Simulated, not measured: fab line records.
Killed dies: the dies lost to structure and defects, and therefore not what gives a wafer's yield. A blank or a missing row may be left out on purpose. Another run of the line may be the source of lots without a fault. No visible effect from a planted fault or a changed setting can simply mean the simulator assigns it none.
fab line records | flow rit-cmos
record: lots: 6 wafers: 18 last-day: 7
route steps=202 shown PLDD@116 SPACER@125 NSD@131 PSD@142 SDANNEAL@153 SILICIDE@161 M1@202
lots that met no fault: taken from a fault-free run of the same line
start-h: hours from the record's opening day to when the first of the lot's shown wafers began | wait-h: time in hours since the lot's previous step | " identical to the entry in the row above | L1.1+2: a row that stands for several wafers | - either no value or no given start | * or withheld: withheld | < > ~ a bound
route shown NAME@n: names a module that has steps shown in the file, with the first one's number in the route | usual: mean and standard deviation over wafers with no fault | same: alike in all rows | chamber/n: place in a boat | sites: per-site readings | _std_site: the values' standard deviation | _edge_site: the outer-site mean with the inner-site mean subtracted | radius-mm: how far each site lies from the wafer's centre | mask NAME#n: copy n | behind: the tool/chamber that last shaped the wafer | hold: why the lot went on hold/how many hours it stayed there/how the hold came to an end | device: whichever transistor did not switch (one of n, p or np) | end of line: at the end of the route, the tests of the same wafers | a step given without rows: its recipe and nothing more | killed: not the wafer's yield, but the dies lost to structure and defects at the first sort | map: per-die view of a wafer (x killed, . not killed, _ where there is no die)
set.NAME: setting as actually run; set.NAME@STEP: the setting as run at that earlier step | model.NAME: the simulator's own value behind a step, which no gauge read
lots seen at some steps along the route; tables by step, rows by wafer
services: a tool's chamber out of use, with start hour (start-h, from the record's first day; less than 0 if before it), hours out, and reason
== steps ==
step: RIT_PLDD_SOFTBAKE_02
recipe: resist: NOVOLAK temp-c: 90 time-s: 60
step: RIT_PLDD_EXPOSE_03
recipe: mask-id: M8 na: 0.57 target-cd-nm: 40900 dose-mj: 250
step: RIT_PLDD_PEB_04
recipe: resist: NOVOLAK temp-c: withheld time-s: withheld
step: RIT_PLDD_DEVELOP_05
recipe: resist: NOVOLAK develop-time-s: 50 dev-temp-c: 23
step: RIT_PLDD_OVL_MEAS_06
usual: PLDD_OVL: 0.6/1.4
columns lot.wafer tool chamber start-h wait-h PLDD_OVL[nm]
L921.1 overlay-02 - 75.07 - -0.2
L921.4 " - " " 2.5
L921.5 " - " " -0.6
L924.1 overlay-01 - 84.59 - 3.0
L924.5 " - " " 2.3
L924.6 " - " " 1.5
L932.1 overlay-02 - 126.21 - 0.1
L932.4 " - " " 3.1
L932.6 " - " " -1.2
L933.1 overlay-02 - 135.42 - 3.0
L933.3 " - " " 3.4
L933.4 " - " " 2.7
L935.2 overlay-01 - 149.24 - -0.7
L935.3 " - " " -0.6
L935.4 " - " " 0.2
L936.2 overlay-01 - 153.23 - 0.0
L936.5 " - " " 0.8
L936.6 " - " " 0.2
step: RIT_PLDD_HARDBAKE_07
recipe: resist: NOVOLAK temp-c: 140 time-s: 60
step: RIT_PLDD_IMPLANT_08
recipe: species: BF2 energy-kev: 20 dose-cm2: 9e+14 tilt-deg: 7
step: RIT_PLDD_STRIP_09
recipe: chemistry: O2 time-s: 180 resist: NOVOLAK platen-temp-c: withheld power-w: 500 pressure-mtorr: 4000 o2-flow-sccm: 4000
usual: drypump-motor-current-A: 5.7/0.46 rf-refl-power-W: 5.6/0.78
columns lot.wafer tool chamber start-h wait-h drypump-motor-current-A rf-hours-counter-h rf-refl-power-W
L921.1 plasma-asher-01 0 75.41 0.1 5.6 29 6.2
L921.4 " 1 " " 5.0 - 5.2
L921.5 " 0 " " 5.6 - 5.6
L924.1 plasma-asher-04 1 84.93 0.1 6.3 43 6.9
L924.5 " 1 " " 6.3 - 6.7
L924.6 " 0 " " 6.1 - 5.3
L932.1 plasma-asher-01 0 126.54 0.1 5.6 34 5.9
L932.4 " 0 " " 5.5 - 5.4
L932.6 " 1 " " 5.0 - 5.2
L933.1 plasma-asher-02 0 135.75 0.1 5.5 51 4.2
L933.3 " 1 " " 5.6 - 5.7
L933.4 " 0 " " 5.5 - 4.4
L935.2 plasma-asher-02 0 149.57 0.1 5.5 52 4.3
L935.3 " 0 " " 5.5 - 4.2
L935.4 " 1 " " 5.6 - 5.7
L936.2 plasma-asher-01 1 153.56 0.1 5.0 36 5.2
L936.5 " 1 " " 5.0 - 5.2
L936.6 " 0 " " 5.6 - 5.9
step: RIT_PLDD_TW_MEAS_10
usual: PLDD_TW: 2349/23
columns lot.wafer tool chamber start-h wait-h PLDD_TW
L921.1 film-metro-03 - 75.58 0.1 2364
L921.4 " - " " 2353
L921.5 " - " " 2375
L924.1 film-metro-04 - 85.10 0.1 2333
L924.5 " - " " 2327
L924.6 " - " " 2326
L932.1 film-metro-04 - 126.72 0.1 2333
L932.4 " - " " 2333
L932.6 " - " " 2332
L933.1 film-metro-04 - 135.93 0.1 2337
L933.3 " - " " 2336
L933.4 " - " " 2329
L935.2 film-metro-03 - 149.76 0.1 2377
L935.3 " - " " 2374
L935.4 " - " " 2358
L936.2 film-metro-01 - 153.75 0.1 2333
L936.5 " - " " 2347
L936.6 " - " " 2346
step: RIT_SPACER_CLEAN_00
recipe: chemistry: SC1 mix: 3:3:50 time-s: 600 temp-c: 75
step: RIT_SPACER_CLEAN_01
recipe: chemistry: dHF dilution: 50:1 time-s: 30
step: RIT_SPACER_CLEAN_02
recipe: chemistry: SC2 mix: 3:3:50 time-s: 600 temp-c: 75 dry: n2-spin
step: RIT_SPACER_CVD_03
recipe: material: Si3N4 target-thk-nm: 250 temp-c: 810 precursor: SiH2Cl2/NH3 time-s: 3300 pressure-mtorr: 300 sih2cl2-flow-sccm: 60 nh3-flow-sccm: 150
usual: nh3-flow-sccm: 150.0/0.53 sih2cl2-flow-sccm: 59.96/0.17 spike-tc-centre-C: 812.7/1.4 susceptor-temp-C: 810.0/0.33
columns lot.wafer tool chamber start-h wait-h nh3-flow-sccm sih2cl2-flow-sccm spike-tc-centre-C susceptor-temp-C model.Si3N4_of_SPACER_CVD_03.thk-nm
L921.1 lpcvd-02 1 76.91 0.9 150.8 59.86 813.8 809.8 250.7
L921.4 " 1 " " 151.0 59.81 812.8 810.1 249.6
L921.5 " 1 " " 150.1 59.87 814.5 810.0 247.9
L924.1 lpcvd-02 0 86.81 1.1 149.9 60.00 812.7 810.7 247.3
L924.5 " 0 " " 149.5 59.94 810.4 810.4 249.6
L924.6 " 0 " " 149.6 60.06 813.7 810.4 251.1
L932.1 lpcvd-02 1 127.14 0.0 150.2 60.07 813.3 809.6 271.5
L932.4 " 1 " " 149.9 59.93 813.2 810.2 270.7
L932.6 " 1 " " 149.0 59.97 814.4 809.9 273.1
L933.1 lpcvd-02 1 136.35 0.0 149.1 59.97 815.0 810.0 271.3
L933.3 " 1 " " 149.8 60.25 816.2 810.2 270.6
L933.4 " 1 " " 149.7 59.81 814.3 809.6 272.6
L935.2 lpcvd-01 1 150.17 0.0 148.9 59.61 809.0 810.4 246.5
L935.3 " 1 " " 149.4 59.62 812.0 810.3 247.2
L935.4 " 1 " " 149.1 59.69 811.1 810.7 247.2
L936.2 lpcvd-02 0 154.16 0.0 150.1 59.96 814.0 810.4 250.7
L936.5 " 0 " " 150.2 60.07 812.2 810.1 250.2
L936.6 " 0 " " 149.3 60.03 811.7 809.8 251
step: RIT_SPACER_THK_MEAS_04
recipe: reads: Si3N4_of_SPACER_CVD_03
usual: SPACER_NITRIDE_THK: 249.4/2.3
columns lot.wafer tool chamber start-h wait-h SPACER_NITRIDE_THK[nm]
L921.1 film-metro-03 - 78.83 0.0 250.8
L921.4 " - " " 249.8
L921.5 " - " " 247.9
L924.1 film-metro-02 - 88.73 0.0 247.2
L924.5 " - " " 249.5
L924.6 " - " " 251.1
L932.1 film-metro-01 - 129.06 0.0 271.4
L932.4 " - " " 270.7
L932.6 " - " " 273.2
L933.1 film-metro-03 - 138.27 0.0 271.3
L933.3 " - " " 270.3
L933.4 " - " " 272.8
L935.2 film-metro-03 - 152.10 0.0 246.5
L935.3 " - " " 247.2
L935.4 " - " " 247.2
L936.2 film-metro-03 - 156.09 0.0 250.7
L936.5 " - " " 250.3
L936.6 " - " " 250.9
step: RIT_SPACER_ETCHBACK_05
recipe: target-depth-a: 2500 SF6_flow_sccm: 30 CHF3_flow_sccm: 30 target: Si3N4 chemistry: SF6/CHF3 pressure-mtorr: 40 rf-w: 250 time-s: 240 stop-on: SiO2
usual: CHF3_flow_sccm: 30.01/0.084 drypump-motor-current-A: 5.9/0.49 oes-product-au: 0.841/0.013 rf-fwd-power-W: 249.2/0.74 throttle-valve-pct: 10.32/0.11
columns lot.wafer tool chamber start-h wait-h CHF3_flow_sccm drypump-motor-current-A oes-product-au rf-fwd-power-W rf-hours-counter-h throttle-valve-pct model.etch.depth-nm
L921.1 rie-diel-04 0 78.89 0.1 29.86 6.1 0.847 249.4 99 10.29 250.7
L921.4 " 2 " " 30.11 6.2 0.848 250.2 9 10.21 249.6
L921.5 " 3 " " 30.04 6.2 0.858 249.0 - 10.43 247.9
L924.1 rie-diel-02 0 88.79 0.1 30.08 5.3 0.828 247.7 37 10.34 247.3
L924.5 " 3 " " 30.00 5.8 0.857 249.2 - 10.37 249.6
L924.6 " 0 " " 30.18 5.3 0.832 247.2 - 10.32 251.1
L932.1 rie-diel-04 2 129.12 0.1 29.96 6.2 0.892 250.0 10 10.22 271.5
L932.4 " 3 " " 29.99 6.2 0.909 248.9 3 10.44 270.7
L932.6 " 0 " " 30.12 6.0 0.896 248.9 - 10.34 273.1
L933.1 rie-diel-02 2 138.33 0.1 30.04 5.6 0.888 248.1 96 10.25 271.3
L933.3 " 1 " " 29.93 5.7 0.868 248.9 9 10.12 270.6
L933.4 " 3 " " 30.01 5.7 0.907 248.3 76 10.40 272.6
L935.2 rie-diel-04 2 152.15 0.0 30.03 6.2 0.838 249.7 11 10.21 246.5
L935.3 " 1 " " 29.96 6.5 0.846 250.2 93 10.19 247.2
L935.4 " 2 " " 29.91 6.2 0.843 249.0 - 10.21 247.2
L936.2 rie-diel-03 1 156.14 0.0 29.99 6.2 0.830 249.1 118 10.53 250.7
L936.5 " 1 " " 30.07 6.2 0.822 249.2 - 10.51 250.2
L936.6 " 2 " " 30.05 6.6 0.841 248.6 - 10.33 251
step: RIT_NSD_HMDS_00
recipe: prime-time-s: 60 prime-temp-c: 140
step: RIT_NSD_COAT_01
recipe: resist: NOVOLAK spin-rpm: 3250 resist-thk-nm: 1000
step: RIT_NSD_SOFTBAKE_02
recipe: resist: NOVOLAK temp-c: 90 time-s: 60
step: RIT_NSD_EXPOSE_03
recipe: mask-id: M9 na: 0.57 target-cd-nm: 40700 dose-mj: 250
step: RIT_NSD_PEB_04
recipe: resist: NOVOLAK temp-c: withheld time-s: withheld
step: RIT_NSD_DEVELOP_05
recipe: resist: NOVOLAK develop-time-s: 50 dev-temp-c: 23
step: RIT_NSD_OVL_MEAS_06
usual: NSD_OVL: 0.4/1.4
columns lot.wafer tool chamber start-h wait-h NSD_OVL[nm]
L921.1 overlay-02 - 79.89 - 0.1
L921.4 " - " " 0.2
L921.5 " - " " 1.9
L924.1 overlay-02 - 90.00 - -1.3
L924.5 " - " " -0.8
L924.6 " - " " 1.1
L932.1 overlay-01 - 130.25 - 1.9
L932.4 " - " " 1.6
L932.6 " - " " -0.4
L933.1 overlay-02 - 139.33 - 0.0
L933.3 " - " " 2.8
L933.4 " - " " 1.1
L935.2 overlay-01 - 153.49 - 0.3
L935.3 " - " " 1.1
L935.4 " - " " 0.9
L936.2 overlay-01 - 157.14 - 0.8
L936.5 " - " " 1.4
L936.6 " - " " 1.4
step: RIT_NSD_HARDBAKE_07
recipe: resist: NOVOLAK temp-c: 140 time-s: 60
step: RIT_NSD_IMPLANT_08
recipe: species: P energy-kev: 25 dose-cm2: 1e+15 tilt-deg: 7
step: RIT_NSD_STRIP_09
recipe: chemistry: O2 time-s: 180 resist: NOVOLAK platen-temp-c: withheld power-w: 500 pressure-mtorr: 4000 o2-flow-sccm: 4000
usual: drypump-motor-current-A: 5.7/0.3 rf-refl-power-W: 5.2/0.76
columns lot.wafer tool chamber start-h wait-h drypump-motor-current-A rf-hours-counter-h rf-refl-power-W
L921.1 plasma-asher-03 0 80.22 0.1 6.0 43 6.0
L921.4 " 1 " " 5.9 - 4.6
L921.5 " 0 " " 6.0 - 6.0
L924.1 plasma-asher-03 1 90.34 0.1 5.9 45 4.3
L924.5 " 1 " " 5.9 - 4.5
L924.6 " 0 " " 6.0 - 6.2
L932.1 plasma-asher-03 1 130.66 0.1 5.9 1 4.2
L932.4 " 1 " " 5.9 - 4.4
L932.6 " 1 " " 5.9 - 4.3
L933.1 plasma-asher-02 0 139.67 0.1 5.5 51 3.9
L933.3 " 0 " " 5.5 - 4.3
L933.4 " 1 " " 5.6 - 5.7
L935.2 plasma-asher-03 1 153.82 0.1 5.9 3 4.4
L935.3 " 0 " " 6.0 - 6.2
L935.4 " 1 " " 5.9 - 4.3
L936.2 plasma-asher-01 0 157.47 0.1 5.5 37 5.7
L936.5 " 0 " " 5.5 - 5.7
L936.6 " 1 " " 5.0 - 5.2
step: RIT_NSD_TW_MEAS_10
usual: NSD_TW: 3110/25
columns lot.wafer tool chamber start-h wait-h NSD_TW
L921.1 film-metro-04 - 80.40 0.1 3084
L921.4 " - " " 3096
L921.5 " - " " 3098
L924.1 film-metro-01 - 90.51 0.1 3097
L924.5 " - " " 3098
L924.6 " - " " 3100
L932.1 film-metro-04 - 130.83 0.1 3100
L932.4 " - " " 3089
L932.6 " - " " 3089
L933.1 film-metro-01 - 139.84 0.1 3107
L933.3 " - " " 3087
L933.4 " - " " 3093
L935.2 film-metro-03 - 154.01 0.1 3130
L935.3 " - " " 3152
L935.4 " - " " 3156
L936.2 film-metro-01 - 157.66 0.1 3111
L936.5 " - " " 3109
L936.6 " - " " 3113
step: RIT_PSD_HMDS_00
recipe: prime-time-s: 60 prime-temp-c: 140
step: RIT_PSD_COAT_01
recipe: resist: NOVOLAK spin-rpm: 3250 resist-thk-nm: 1000
step: RIT_PSD_SOFTBAKE_02
recipe: resist: NOVOLAK temp-c: 90 time-s: 60
step: RIT_PSD_EXPOSE_03
recipe: mask-id: M10 na: 0.57 target-cd-nm: 40900 dose-mj: 250
step: RIT_PSD_PEB_04
recipe: resist: NOVOLAK temp-c: withheld time-s: withheld
step: RIT_PSD_DEVELOP_05
recipe: resist: NOVOLAK develop-time-s: 50 dev-temp-c: 23
step: RIT_PSD_OVL_MEAS_06
usual: PSD_OVL: 1.8/1.5
columns lot.wafer tool chamber start-h wait-h PSD_OVL[nm]
L921.1 overlay-01 - 81.44 - 1.2
L921.4 " - " " 1.6
L921.5 " - " " 0.8
L924.1 overlay-02 - 91.55 - 2.6
L924.5 " - " " 0.4
L924.6 " - " " -0.3
L932.1 overlay-01 - 131.74 - 3.6
L932.4 " - " " 2.5
L932.6 " - " " 2.6
L933.1 overlay-02 - 140.75 - 2.9
L933.3 " - " " 0.6
L933.4 " - " " 1.1
L935.2 overlay-01 - 154.92 - 3.3
L935.3 " - " " 3.2
L935.4 " - " " 2.9
L936.2 overlay-01 - 158.57 - -0.2
L936.5 " - " " 1.2
L936.6 " - " " 0.2
step: RIT_PSD_HARDBAKE_07
recipe: resist: NOVOLAK temp-c: 140 time-s: 60
step: RIT_PSD_IMPLANT_08
recipe: species: BF2 energy-kev: 27 dose-cm2: 5e+15 tilt-deg: 7
step: RIT_PSD_STRIP_09
recipe: chemistry: O2 time-s: 180 resist: NOVOLAK platen-temp-c: withheld power-w: 500 pressure-mtorr: 4000 o2-flow-sccm: 4000
usual: drypump-motor-current-A: 5.7/0.46 rf-refl-power-W: 5.6/0.8
columns lot.wafer tool chamber start-h wait-h drypump-motor-current-A rf-hours-counter-h rf-refl-power-W
L921.1 plasma-asher-04 1 81.77 0.1 6.3 43 6.9
L921.4 " 1 " " 6.3 - 6.9
L921.5 " 0 " " 6.2 - 5.5
L924.1 plasma-asher-04 0 91.89 0.1 6.2 44 5.9
L924.5 " 0 " " 6.1 - 5.5
L924.6 " 1 " " 6.3 - 6.8
L932.1 plasma-asher-04 1 132.08 0.1 6.3 49 6.8
L932.4 " 0 " " 6.1 - 5.3
L932.6 " 0 " " 6.1 - 5.7
L933.1 plasma-asher-01 1 141.09 0.1 5.0 35 5.3
L933.3 " 0 " " 5.5 - 5.8
L933.4 " 1 " " 5.0 - 5.2
L935.2 plasma-asher-04 1 155.25 0.1 6.3 51 7.1
L935.3 " 0 " " 6.2 - 5.2
L935.4 " 1 " " 6.3 - 6.9
L936.2 plasma-asher-03 0 158.90 0.1 6.0 4 6.1
L936.5 " 0 " " 6.1 - 6.2
L936.6 " 1 " " 5.9 - 4.4
step: RIT_PSD_TW_MEAS_10
usual: PSD_TW: 3420/32
columns lot.wafer tool chamber start-h wait-h PSD_TW
L921.1 film-metro-01 - 81.95 0.1 3435
L921.4 " - " " 3424
L921.5 " - " " 3406
L924.1 film-metro-01 - 92.06 0.1 3400
L924.5 " - " " 3429
L924.6 " - " " 3404
L932.1 film-metro-03 - 132.25 0.1 3449
L932.4 " - " " 3453
L932.6 " - " " 3462
L933.1 film-metro-04 - 141.26 0.1 3390
L933.3 " - " " 3395
L933.4 " - " " 3391
L935.2 film-metro-04 - 155.43 0.1 3396
L935.3 " - " " 3410
L935.4 " - " " 3402
L936.2 film-metro-04 - 159.08 0.1 3380
L936.5 " - " " 3393
L936.6 " - " " 3387
step: RIT_SDANNEAL_CLEAN_00
recipe: chemistry: SC1 mix: 3:3:50 time-s: 600 temp-c: 75
step: RIT_SDANNEAL_CLEAN_01
recipe: chemistry: dHF dilution: 50:1 time-s: 30
step: RIT_SDANNEAL_CLEAN_02
recipe: chemistry: SC2 mix: 3:3:50 time-s: 600 temp-c: 75 dry: n2-spin
step: RIT_SDANNEAL_RTA_03
recipe: temp-c: 1050 time-s: 5 idle-temp-c: 600 ramp-up-c-per-s: 342 ramp-down-c-per-s: 171 cool-to-c: 600 ambient: N2
usual: ramp-down-c-per-s: 171.00/0.03 ramp-up-c-per-s: 342.00/0.062 wafer_temp_C_max: 1053.5/1.1
columns lot.wafer tool chamber start-h wait-h ramp-down-c-per-s ramp-up-c-per-s wafer_temp_C_max
L921.1 rtp-anneal-01 0 82.73 0.0 170.98 342.03 1054.7
L921.4 " 0 " " 170.99 341.92 1053.6
L921.5 " 0 " " 171.01 342.04 1054.7
L924.1 rtp-anneal-02 0 92.50 0.0 171.06 342.02 1053.3
L924.5 " 0 " " 171.01 341.95 1052.7
L924.6 " 0 " " 171.01 342.05 1053.6
L932.1 rtp-anneal-02 0 132.68 0.0 170.98 342.03 1053.6
L932.4 " 0 " " 171.05 341.96 1052.3
L932.6 " 0 " " 170.99 341.91 1053.6
L933.1 rtp-anneal-01 0 141.69 0.0 170.98 342.02 1053.4
L933.3 " 0 " " 171.04 342.04 1052.8
L933.4 " 0 " " 171.04 342.08 1053.9
L935.2 rtp-anneal-01 0 156.05 0.0 170.97 341.99 1051.4
L935.3 " 0 " " 170.98 341.97 1056.7
L935.4 " 0 " " 171.05 341.95 1053.9
L936.2 rtp-anneal-02 0 159.56 0.0 171.00 342.03 1052.0
L936.5 " 0 " " 171.00 342.03 1054.7
L936.6 " 0 " " 170.99 342.06 1053.8
step: RIT_SDANNEAL_RS_MEAS_04
recipe: thk-meas-gauge: four-point-probe
usual: PSD_RS: 115.9/0.31
columns lot.wafer tool chamber start-h wait-h PSD_RS[ohm/sq]
L921.1 film-metro-01 - 82.78 0.0 116.3
L921.4 " - " " 116.0
L921.5 " - " " 115.8
L924.1 film-metro-03 - 92.56 0.0 115.6
L924.5 " - " " 116.0
L924.6 " - " " 116.0
L932.1 film-metro-01 - 132.74 0.0 116.7
L932.4 " - " " 116.2
L932.6 " - " " 116.1
L933.1 film-metro-04 - 141.75 0.0 116.5
L933.3 " - " " 116.3
L933.4 " - " " 116.9
L935.2 film-metro-01 - 156.12 0.1 116.1
L935.3 " - " " 116.6
L935.4 " - " " 115.9
L936.2 film-metro-04 - 159.63 0.1 116.0
L936.5 " - " " 115.9
L936.6 " - " " 116.1
step: RIT_SILICIDE_WET_ETCH_00
recipe: chemistry: BOE target: SiO2 target-depth-nm: 14 time-s: 15 dry: n2-spin dilution: 10:1 temp-c: 21.5
columns lot.wafer tool chamber start-h wait-h model.Si3N4_of_SPACER_CVD_03.thk-nm
L921.1 wet-bench-03 2 83.26 0.1 194.8
L921.4 " 2 " " 194.1
L921.5 " 2 " " 193.2
L924.1 wet-bench-03 1 93.04 0.1 192.9
L924.5 " 1 " " 193.6
L924.6 " 1 " " 195.5
L932.1 wet-bench-03 1 133.22 0.1 211.4
L932.4 " 1 " " 210.7
L932.6 " 1 " " 212.5
L933.1 wet-bench-03 0 142.23 0.1 210.7
L933.3 " 0 " " 211.7
L933.4 " 0 " " 212.6
L935.2 wet-bench-03 2 156.58 0.1 192
L935.3 " 2 " " 191.5
L935.4 " 2 " " 192.5
L936.2 wet-bench-03 0 160.09 0.1 194.7
L936.5 " 0 " " 194.4
L936.6 " 0 " " 195.1
step: RIT_M1_PROBE_99
usual: killed-at-front-end: 7/3 killed-dies: 7/3 killed-open: 3.4/1.8 killed-short: 3.8/2.1
same: gross-dies: 264 killed_at_M0_to_M3: 0 killed_at_M4_up: 0 killed-at-back-side: 0 killed-at-contacts: 0 killed-at-other: 0
columns lot.wafer tool chamber start-h wait-h killed-at-front-end killed-dies killed-open killed-short
L921.1 prober-02 - 92.13 0.1 7 7 3 4
L921.4 prober-02 - 92.28 0.2 7 7 4 3
L921.5 prober-02 - 92.33 0.2 5 5 0 5
L924.1 prober-02 - 100.05 0.1 8 8 3 5
L924.5 prober-02 - 100.25 0.2 5 5 2 3
L924.6 prober-02 - 100.30 0.2 5 5 3 2
L932.1 prober-02 - 140.10 0.1 5 5 2 3
L932.4 prober-02 - 140.25 0.2 8 8 3 5
L932.6 prober-02 - 140.35 0.2 5 5 1 4
L933.1 prober-01 - 149.11 0.1 11 11 4 6
L933.3 prober-01 - 149.21 0.2 15 15 5 8
L933.4 prober-01 - 149.26 0.2 13 13 6 7
L935.2 prober-01 - 163.78 0.1 8 8 4 4
L935.3 prober-01 - 163.83 0.2 10 10 5 5
L935.4 prober-01 - 163.88 0.2 7 7 3 4
L936.2 prober-02 - 167.11 0.1 5 5 3 2
L936.5 prober-02 - 167.26 0.2 13 13 9 4
L936.6 prober-02 - 167.31 0.2 8 8 4 4
killed by level:class
L921.1 REOX:geometric-particle:short=3 REOX:geometric-particle:open=3 GATE:geometric-particle:short=1
L921.4 GATE:geometric-particle:short=3 GATE:geometric-particle:open=1 SPACER:geometric-particle:open=1 REOX:geometric-particle:open=1 SILICIDE:geometric-particle:open=1
L921.5 GATE:geometric-particle:short=3 SPACER:geometric-particle:short=1 REOX:geometric-particle:short=1
L924.1 GATE:geometric-particle:open=2 FOX1:geometric-particle:short=1 GATE:geometric-particle:short=1 REOX:geometric-particle:short=1 SPACER:geometric-particle:short=1 SILICIDE:geometric-particle:open=1 SILICIDE:geometric-particle:short=1
L924.5 GATE:geometric-particle:open=1 GATE:geometric-particle:short=1 SPACER:geometric-particle:open=1 SPACER:geometric-particle:short=1 SILICIDE:geometric-particle:short=1
L924.6 FOX2:geometric-particle:short=1 GATE:geometric-particle:short=1 GATE:geometric-particle:open=1 REOX:geometric-particle:open=1 SPACER:geometric-particle:open=1
L932.1 FOX1:geometric-particle:open=1 FOX1:geometric-particle:short=1 FOX2:geometric-particle:short=1 GATE:geometric-particle:open=1 REOX:geometric-particle:short=1
L932.4 FOX2:geometric-particle:short=2 GATE:geometric-particle:open=2 FOX1:geometric-particle:open=1 FOX1:geometric-particle:short=1 GATE:geometric-particle:short=1 REOX:geometric-particle:short=1
L932.6 GATE:geometric-particle:short=3 REOX:geometric-particle:open=1 REOX:geometric-particle:short=1
L933.1 GATE:geometric-particle:short=3 SPACER:geometric-particle:open=3 FOX2:geometric-particle:short=1 GATE:geometric-particle:open=1 SPACER:geometric-particle:short=1 SILICIDE:geometric-particle:short=1 PSD:coat-microbubble-printed=1
L933.3 FOX2:geometric-particle:open=5 SILICIDE:geometric-particle:short=3 GATE:geometric-particle:short=2 PSD:coat-microbubble-printed=2 FOX2:geometric-particle:short=1 REOX:geometric-particle:short=1 SPACER:geometric-particle:short=1
L933.4 GATE:geometric-particle:short=4 GATE:geometric-particle:open=3 REOX:geometric-particle:short=2 SILICIDE:geometric-particle:open=2 FOX1:geometric-particle:open=1 FOX2:geometric-particle:short=1
L935.2 GATE:geometric-particle:short=3 GATE:geometric-particle:open=2 FOX1:geometric-particle:open=1 FOX1:geometric-particle:short=1 FOX2:geometric-particle:open=1
L935.3 FOX2:geometric-particle:short=2 GATE:geometric-particle:open=2 SILICIDE:geometric-particle:short=2 FOX1:geometric-particle:open=1 FOX1:geometric-particle:short=1 REOX:geometric-particle:open=1 SILICIDE:geometric-particle:open=1
L935.4 GATE:geometric-particle:short=2 FOX1:geometric-particle:open=1 FOX1:geometric-particle:short=1 FOX2:geometric-particle:open=1 SILICIDE:geometric-particle:short=1 REOX:geometric-particle:open=1
L936.2 GATE:geometric-particle:open=2 FOX1:geometric-particle:short=1 FOX2:geometric-particle:open=1 SPACER:geometric-particle:short=1
L936.5 FOX1:geometric-particle:open=3 GATE:geometric-particle:short=2 GATE:geometric-particle:open=2 SPACER:geometric-particle:open=2 FOX2:geometric-particle:open=1 FOX2:geometric-particle:short=1 SPACER:geometric-particle:short=1 SILICIDE:geometric-particle:open=1
L936.6 GATE:geometric-particle:open=3 GATE:geometric-particle:short=3 FOX1:geometric-particle:open=1 SILICIDE:geometric-particle:short=1
== services ==
columns tool chamber start-h hours kind
lpcvd-02 - 54.66 2.6 repair
plasma-asher-03 - 76.25 2.9 repair
plasma-asher-04 - 78.88 2.8 pm
rie-diel-03 0 86.65 18.1 repair
plasma-asher-03 - 108.75 9.0 pm
plasma-asher-03 0 108.75 9.0 vent-cycle
plasma-asher-03 1 108.75 9.0 vent-cycle
plasma-asher-03 - 116.03 0.7 repair
plasma-asher-03 0 117.75 - clean
plasma-asher-03 1 117.75 - clean
plasma-asher-01 - 136.21 0.6 repair
rie-diel-04 3 145.90 8.6 repair
== key ==
first-sign: step: RIT_SPACER_THK_MEAS_04 reading: SPACER_NITRIDE_THK direction: up sigmas: 9.6 usual: 249.4 struck: 271.6
effect: step: RIT_SPACER_ETCHBACK_05 reading: oes-product-au direction: up sigmas: 3.9 usual: 0.841 struck: 0.893
model-effect: step: RIT_SPACER_CVD_03 value: Si3N4_of_SPACER_CVD_03.thk-nm without: 251.6 struck: 271.6
model-effect: step: RIT_SPACER_ETCHBACK_05 value: etch.depth-nm without: 251.6 struck: 271.6
model-effect: step: RIT_SILICIDE_WET_ETCH_00 value: Si3N4_of_SPACER_CVD_03.thk-nm without: 195.9 struck: 211.6
met-at RIT_SPACER_CVD_03
struck-wafers L932.1,L932.4,L932.6,L933.1,L933.3,L933.4
tester-left-out L932,L933
onset-between 76.91 127.14
fault: kind: process-parameter-drift tool: lpcvd-02 chamber: 1 onset-h: 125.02 steps: RIT_SPACER_CVD_03 channel: target-thk-nm offset: 20 shape: step end-h: 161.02 acts-in: these-recipes-only stated: 250
tester-left-out: of these lots the tester's yield and bins aren't shown, on N5 and GAA mostly nor the transistor test; their killed dies are dies lost to structure and defects alone, not to doping, threshold or leakage, so they don't give the yield
